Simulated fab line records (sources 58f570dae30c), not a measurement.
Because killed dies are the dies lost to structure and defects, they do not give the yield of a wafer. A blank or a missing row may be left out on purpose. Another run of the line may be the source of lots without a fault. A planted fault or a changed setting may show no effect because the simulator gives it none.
Lot-split experiment + flow berkeley cmos170 + 23 wafers read across 5 lots, on a route 331 steps long

== THE SPLIT ==
At UCB170_NLDD_COAT_01 (resist thk 900 nm), the setting resist thk nm was moved away from the recipe's 900 nm on 5 of the 23 wafers read, by -4.2% to +4.5%. This setting was run at the recipe's value on the other wafers.

The reading comes from the split's own step.

== THE READING ==
KrF_of_NLDD_COAT_01.thk nm (the simulator's own value, which no gauge read), in nm, at UCB170_NLDD_COAT_01 (resist thk 900 nm). There is no usual value for it anywhere in the file. Across the 18 wafers here that went through the recipe, the average is 899.6 nm and the standard deviation 3.6 nm.

| wafer  | tool, chamber at the split | resist thk nm as run, nm | against the recipe | KrF_of_NLDD_COAT_01.thk nm, nm | against lot-mates on the recipe |
|--------|----------------------------|--------------------------|--------------------|--------------------------------|---------------------------------|
| L078.1 | litho track-04, 0          | 900                      | recipe             | 901.9                          | -                               |
| L078.3 | litho track-04, 0          | 940.2                    | +4.5%              | 943.4                          | +40.8                           |
| L078.4 | litho track-04, 0          | 900                      | recipe             | 903.2                          | -                               |
| L078.5 | litho track-04, 0          | 940.2                    | +4.5%              | 942.1                          | +39.5                           |
| L078.6 | litho track-04, 0          | 900                      | recipe             | 902.7                          | -                               |
| L075.1 | litho track-04, 0          | 900                      | recipe             | 894.9                          | -                               |
| L075.3 | litho track-04, 0          | 900                      | recipe             | 894.3                          | -                               |
| L075.6 | litho track-04, 0          | 900                      | recipe             | 895.3                          | -                               |
| L081.1 | litho track-03, 0          | 862.3                    | -4.2%              | 864.8                          | -32.6                           |
| L081.3 | litho track-03, 0          | 862.3                    | -4.2%              | 862.7                          | -34.7                           |
| L081.4 | litho track-03, 0          | 900                      | recipe             | 897.8                          | -                               |
| L081.5 | litho track-03, 0          | 900                      | recipe             | 897                            | -                               |
| L081.6 | litho track-03, 0          | 862.3                    | -4.2%              | 863.6                          | -33.8                           |
| L080.1 | litho track-04, 0          | 900                      | recipe             | 899.7                          | -                               |
| L080.2 | litho track-04, 0          | 900                      | recipe             | 897                            | -                               |
| L080.3 | litho track-04, 0          | 900                      | recipe             | 894.6                          | -                               |
| L080.4 | litho track-04, 0          | 900                      | recipe             | 899.5                          | -                               |
| L080.6 | litho track-04, 0          | 900                      | recipe             | 897.1                          | -                               |
| L084.1 | litho track-02, 0          | 900                      | recipe             | 904.9                          | -                               |
| L084.2 | litho track-02, 0          | 900                      | recipe             | 902.9                          | -                               |
| L084.3 | litho track-02, 0          | 900                      | recipe             | 904.4                          | -                               |
| L084.4 | litho track-02, 0          | 900                      | recipe             | 902.5                          | -                               |
| L084.6 | litho track-02, 0          | 900                      | recipe             | 903.4                          | -                               |

THE FIT
A straight line over all 23 wafers: KrF_of_NLDD_COAT_01.thk nm changes by +9.06 nm for each +1% of resist thk nm; r = +0.98; the points scatter about the line by 3.5 nm.
The same after taking each lot's own level away (the mean of its wafers on the recipe; 23 wafers): +8.47 nm for each +1%; r = +1.00; scatter 1.4 nm.
The reading moves by 38 nm for the largest change in resist thk nm, on that fit.
The span of the lots' own levels, 894.83 to 903.62 nm, comes to 2.5 times the standard deviation stated above.
The two slopes agree, so the slope changes little with the lot-to-lot level.
Check: for one of the wafers moved furthest among these (+4.5%), held out of the fit, the line's prediction against its lot-mates is +37.3 nm. Against them it came out at +40.8 nm.

== ADDITIONAL SPLITS CARRIED BY THESE WAFERS ==
Before the reading, these wafers also passed through other splits. Each is held against what the fit with the lots' levels taken away leaves over:
| other split on the same wafers        | wafers away from the commonest value | r with KrF_of_NLDD_COAT_01.thk nm (lot level and that fit taken away) |
|---------------------------------------|--------------------------------------|-----------------------------------------------------------------------|
| UCB170_PVT_COAT_01 resist thk nm      | 8                                    | +0.12                                                                 |
| UCB170_PLDD_PEB_04 peb temp c         | 6                                    | +0.21                                                                 |
| UCB170_PLDD_DEVELOP_05 develop time s | 4                                    | -0.07                                                                 |

== THE WHOLE CHAIN: every reading that the file lists as answering this split, in the file's order ==
| step                 | what it does      | reading                                                                     | change (the file's fit)              | r (the file's) |
|----------------------|-------------------|-----------------------------------------------------------------------------|--------------------------------------|----------------|
| UCB170_NLDD_COAT_01  | resist thk 900 nm | KrF_of_NLDD_COAT_01.thk nm (the simulator's own value, which no gauge read) | +8.55 nm for each +1% of the setting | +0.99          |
| UCB170_NLDD_STRIP_10 | strips in O2      | strip time to endpoint s                                                    | withheld for each +1% of the setting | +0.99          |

== FILE'S OWN FIT ==
KrF_of_NLDD_COAT_01.thk nm changes by +8.55 nm for each +1% of resist thk nm, r = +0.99.
